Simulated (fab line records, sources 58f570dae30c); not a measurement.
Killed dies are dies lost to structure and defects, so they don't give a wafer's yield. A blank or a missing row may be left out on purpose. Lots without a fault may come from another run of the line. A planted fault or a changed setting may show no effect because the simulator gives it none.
Which tool did it? | flow berkeley_cmos170 | 14 lots, 42 wafers sampled, at 3 steps of a route of 331

WHAT THE GAUGES READ, wafer by wafer
UCB170_NWELL_TW_MEAS_16.
lot  | measured    | on            | NWELL_TW
L903 | day 2 08:19 | film_metro-03 | 1265 1261 1266
L904 | day 2 08:41 | film_metro-04 | 1245 1240 1246
L905 | day 2 18:10 | film_metro-01 | 1225 1225 1230
L906 | day 3 00:44 | film_metro-03 | 1273 1273 1279
L908 | day 3 07:47 | film_metro-04 | 1240 1242 1243
L907 | day 3 07:51 | film_metro-03 | 1269 1263 1264
L909 | day 3 16:08 | film_metro-01 | 1227 1231 1234
L910 | day 3 21:11 | film_metro-03 | 1268 1271 1271
L916 | day 5 06:51 | film_metro-04 | 1244 1238 1249
L918 | day 5 13:53 | film_metro-04 | 1236 1248 1245
L920 | day 5 23:35 | film_metro-03 | 1279 1279 1278
L921 | day 6 02:49 | film_metro-03 | 1281 1276 1274
L923 | day 6 12:00 | film_metro-01 | 1234 1235 1236
L924 | day 6 17:42 | film_metro-04 | 1250 1246 1245

UCB170_NVT_OVL_MEAS_06.
lot  | measured    | on         | NVT_OVL (nm)
L903 | day 5 13:47 | overlay-02 | 1 -5 -2
L904 | day 5 13:41 | overlay-02 | 16 6 10
L905 | day 6 02:28 | overlay-01 | -7 -2 4
L906 | day 6 08:19 | overlay-01 | -1 -5 0
L908 | day 6 17:51 | overlay-01 | 5 6 9
L907 | day 6 17:50 | overlay-02 | 7 6 0
L909 | day 7 02:07 | overlay-01 | 5 -4 2
L910 | day 7 02:15 | overlay-02 | 4 7 2
L916 | day 8 07:34 | overlay-02 | -6 -4 -3
L918 | day 8 11:12 | overlay-02 | -7 -6 -1
L920 | day 9 02:53 | overlay-02 | 6 4 3
L921 | day 9 03:23 | overlay-01 | 4 -3 8
L923 | day 9 12:31 | overlay-02 | 1 7 6
L924 | day 9 21:55 | overlay-01 | -1 -1 2

UCB170_PLDD_OVL_MEAS_07.
lot  | measured     | on         | PLDD_OVL (nm)
L903 | day 6 08:34  | overlay-01 | -2 -6 0
L904 | day 6 09:08  | overlay-02 | -6 -11 -6
L905 | day 6 19:53  | overlay-02 | 10 13 4
L906 | day 7 03:24  | overlay-02 | -5 -8 -5
L908 | day 7 09:19  | overlay-01 | -6 -3 -7
L907 | day 7 09:05  | overlay-01 | -9 -9 -6
L909 | day 7 17:43  | overlay-01 | -6 -4 -10
L910 | day 7 17:56  | overlay-01 | -5 2 2
L916 | day 8 22:20  | overlay-02 | -3 3 -6
L918 | day 9 04:58  | overlay-01 | -4 -5 -5
L920 | day 9 21:13  | overlay-01 | -4 -9 -11
L921 | day 9 21:46  | overlay-02 | 4 -1 5
L923 | day 10 02:30 | overlay-01 | 7 8 0
L924 | day 10 16:05 | overlay-01 | -15 -15 -9

WHICH TOOL RAN EACH LOT (tool, then ch and the chambers of the sampled wafers, then the start)
The record holds no process step before these readings.

WHAT THE TOOLS THEMSELVES READ (means of the sampled wafers that have a number; where no wafer has one, the mark that the record gives instead)
The record holds no such reading with a usual standard deviation.

THE ANSWER, worked out from the rows above alone
Rule: what is usual is taken from the lots themselves. Put in order of their means at a reading, lots are off if they are a third of the lots or fewer, leave a main group of 4 or more, and stand apart from it by a gap of 3 or more times the standard deviation of the main group's means; of several such gaps the widest counts. A main group whose means are all the same, to the digits that the tables above print for the reading, isn't used. A lot without any number at a reading at which 4 lots or more have one is off too. The other lots that the step has rows for count as sound. The gauges are gone through in route order, then the tools' own readings, and for those a lot's mean is taken as printed above. The first step at which some lot is off is used, and at that step the reading that is off furthest; a lot without a number counts as furthest.
No lot is off at any reading shown: from this, nothing can be told.

WHAT THE SIMULATOR HAD PUT IN
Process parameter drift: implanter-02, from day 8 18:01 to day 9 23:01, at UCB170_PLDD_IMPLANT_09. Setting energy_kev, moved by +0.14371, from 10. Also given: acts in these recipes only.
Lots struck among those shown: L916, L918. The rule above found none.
